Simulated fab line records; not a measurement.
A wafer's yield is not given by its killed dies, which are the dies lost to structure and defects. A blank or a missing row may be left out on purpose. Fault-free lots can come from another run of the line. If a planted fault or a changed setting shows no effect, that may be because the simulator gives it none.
Lot-split experiment	flow berkeley-cmos170	23 wafers read from 5 lots, route of 331 steps

== ABOUT THE SPLIT ==
At UCB170_M2_SPUTTER_01 (material Al, target thk 900 nm, time 120 s), the setting time-s was moved away from the recipe's 120 s on 11 of the 23 wafers read, by -14.8% to -5.4%. All remaining wafers had this setting at the recipe value.

== FROM SPLIT TO READING: 1 step shown by the file between the two ==
- UCB170_M2_RS_MEAS_02: measures by four-point-probe

== THE READING ==
M2_AL_THK, in nm, at UCB170_M2_THK_MEAS_03 (measures by xrf). On this fab line, fault-free wafers typically give 897 nm with a standard deviation of 10 nm.

wafer	tool, chamber at the split	time-s as run, s	against the recipe	M2_AL_THK, nm	against lot-mates on the recipe
L075.1	pvd-sputter-01, -	112.2	-6.5%	858	-50
L075.3	pvd-sputter-01, -	112.2	-6.5%	851	-58
L075.4	pvd-sputter-01, -	120	recipe	904	-
L075.5	pvd-sputter-01, -	120	recipe	913	-
L075.6	pvd-sputter-01, -	112.2	-6.5%	842	-66
L076.2	pvd-sputter-02, -	120	recipe	889	-
L076.3	pvd-sputter-02, -	120	recipe	901	-
L076.4	pvd-sputter-02, -	102.2	-14.8%	754	-143
L076.5	pvd-sputter-02, -	120	recipe	902	-
L076.6	pvd-sputter-02, -	102.2	-14.8%	765	-132
L082.2	pvd-sputter-01, -	120	recipe	910	-
L082.4	pvd-sputter-01, -	120	recipe	920	-
L082.5	pvd-sputter-01, -	120	recipe	913	-
L083.1	pvd-sputter-03, -	120	recipe	913	-
L083.2	pvd-sputter-03, -	120	recipe	893	-
L083.3	pvd-sputter-03, -	110.1	-8.3%	831	-72
L083.4	pvd-sputter-03, -	110.1	-8.3%	831	-72
L083.6	pvd-sputter-03, -	110.1	-8.3%	824	-79
L084.2	pvd-sputter-01, -	113.5	-5.4%	833	-58
L084.3	pvd-sputter-01, -	113.5	-5.4%	850	-40
L084.4	pvd-sputter-01, -	120	recipe	892	-
L084.5	pvd-sputter-01, -	120	recipe	889	-
L084.6	pvd-sputter-01, -	113.5	-5.4%	846	-44

THE FIT
A straight line over all 23 wafers: M2_AL_THK changes by +9.47 nm for each +1% of time-s; r = +0.98; the points scatter about the line by 10 nm.
The same after taking each lot's own level away (the mean of its wafers on the recipe; 23 wafers): +9.17 nm for each +1%; r = +0.99; scatter 6.2 nm.
That fit puts the effect of the largest move of time-s on the reading at 1.4e+02 nm.
Across the lots, their own levels run from 890.5 to 914.3 nm, a range of 2.4 times the standard deviation given above.
The two slopes are in agreement: the lot-to-lot level therefore moves the slope only a little.
Check: for one of the wafers moved furthest among these (-14.8%), held out of the fit, the line's prediction against its lot-mates is -133 nm. It came out at -143 nm against them.

== OTHER SPLITS APPLIED TO THESE WAFERS ==
These wafers also went through other splits before the reading. Each is held against what the fit with the lots' levels taken away leaves over:
other split on the same wafers	wafers away from the commonest value	r with M2_AL_THK (lot level and that fit taken away)
UCB170_NSD_IMPLANT_08 energy-kev	8	-0.12
UCB170_M1_COAT_04 resist-thk-nm	8	-0.10
UCB170_M1_ETCH_11 bias-w	7	-0.26
UCB170_V1_EXPOSE_09 dose-mj	7	-0.26

== THE WHOLE CHAIN: every reading that the file lists as answering this split, in the file's order ==
step	what it does	reading	change (the file's fit)	r (the file's)
UCB170_M2_SPUTTER_01	material Al, target thk 900 nm, time 120 s	Al_of_M2_SPUTTER_01.thk-nm (the simulator's own value, which no gauge read)	+9.13 nm for each +1% of the setting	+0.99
UCB170_M2_RS_MEAS_02	measures by four-point-probe	M2_AL_RS	-0.000378 for each +1% of the setting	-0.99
UCB170_M2_THK_MEAS_03	measures by xrf	M2_AL_THK	+9.14 for each +1% of the setting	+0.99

== FILE'S OWN FIT ==
M2_AL_THK changes by +9.14 nm for each +1% of time-s, r = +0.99.
